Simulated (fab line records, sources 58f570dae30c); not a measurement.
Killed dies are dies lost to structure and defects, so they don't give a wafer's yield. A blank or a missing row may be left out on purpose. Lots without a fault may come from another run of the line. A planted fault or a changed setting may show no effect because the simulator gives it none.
One fault seen from 2 desks | flow berkeley_cmos170 | each desk has only its own numbers; what lay behind them comes last

THE METROLOGY DESK
What the gauges read, lot by lot, whatever tool the lot ran on: means of the sampled wafers that have a number. A lot is out of limits, marked OUT, if its mean lies more than 4 standard deviations from the usual mean; the brackets give that distance.
Columns: A = cd_nm at UCB170_GATE_CD_MEAS_12, usual 350.1 nm; B = NLDD_RS at UCB170_SDANNEAL_RS_MEAS_05, usual 616.6 ohm/sq
lot  | first seen here | A     | B
L533 | day 7 01:05     | 350.3 | 615.1
L534 | day 7 01:14     | 350.1 | 617.4
L537 | day 7 11:39     | 351.3 | 616.4
L541 | day 7 17:37     | 347.7 | 616.3
L538 | day 7 17:49     | 350.3 | 615.5
L539 | day 7 18:04     | 352.1 | 618.2
L542 | day 8 10:41     | 350.2 | 615.6
L543 | day 8 10:59     | 348.1 | 617.4
L544 | day 8 19:53     | 349.7 | 616.2
L547 | day 9 13:49     | 349.8 | 626.4 (+7.0) OUT
L552 | day 10 17:32    | 349.8 | 626.9 (+7.3) OUT
L554 | day 10 17:58    | 348.9 | 613.5
L555 | day 10 18:02    | 349.7 | 616.3
L556 | day 11 01:33    | 349.1 | 618.1
This desk's finding: out of limits on L547, L552; first on L547, day 10 08:02 (NLDD_RS at UCB170_SDANNEAL_RS_MEAS_05). In limits: L533, L534, L537, L541, L538, L539, L542, L543, L544, L554, L555, L556.

THE TOOL OWNER'S DESK: implanter-04
The tool's own readings at UCB170_NLDD_IMPLANT_09: means of the sampled wafers that have a number, for each lot that ran on this tool. A lot is out of limits, marked OUT, if its mean lies more than 4 standard deviations from the usual mean; the brackets give that distance.
Columns: A = dose_ions_cm2 at UCB170_NLDD_IMPLANT_09, usual 5e+13; B = faraday_current_uA at UCB170_NLDD_IMPLANT_09, usual 158.7
lot  | first seen here | A               | B
L533 | day 7 06:09     | 5e+13           | 155.9
L539 | day 7 22:01     | 5e+13           | 160.8
L547 | day 9 17:56     | 5e+13 (-43) OUT | 150.7
L552 | day 10 21:22    | 5e+13 (-43) OUT | 146.0 (-4.5) OUT
This desk's finding: out of limits on L547, L552; first on L547, day 9 17:56 (dose_ions_cm2 at UCB170_NLDD_IMPLANT_09). In limits: L533, L539.

PUT TOGETHER
The tool owner's desk could have raised an alarm at day 9 17:56, on L547, L552.
The metrology desk could have raised an alarm at day 10 08:02, on L547, L552.
Of the lots named, all ran UCB170_NLDD_IMPLANT_09 on implanter-04.

WHAT THE SIMULATOR HAD PUT IN
Process parameter drift: implanter-04, from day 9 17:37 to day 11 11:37, at UCB170_NLDD_IMPLANT_09. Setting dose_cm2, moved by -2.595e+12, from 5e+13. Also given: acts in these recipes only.
Lots struck among those shown: L547, L552.
Hours from the fault's start to each desk's first reading out of limits: the tool owner's desk, 0; the metrology desk, 14.
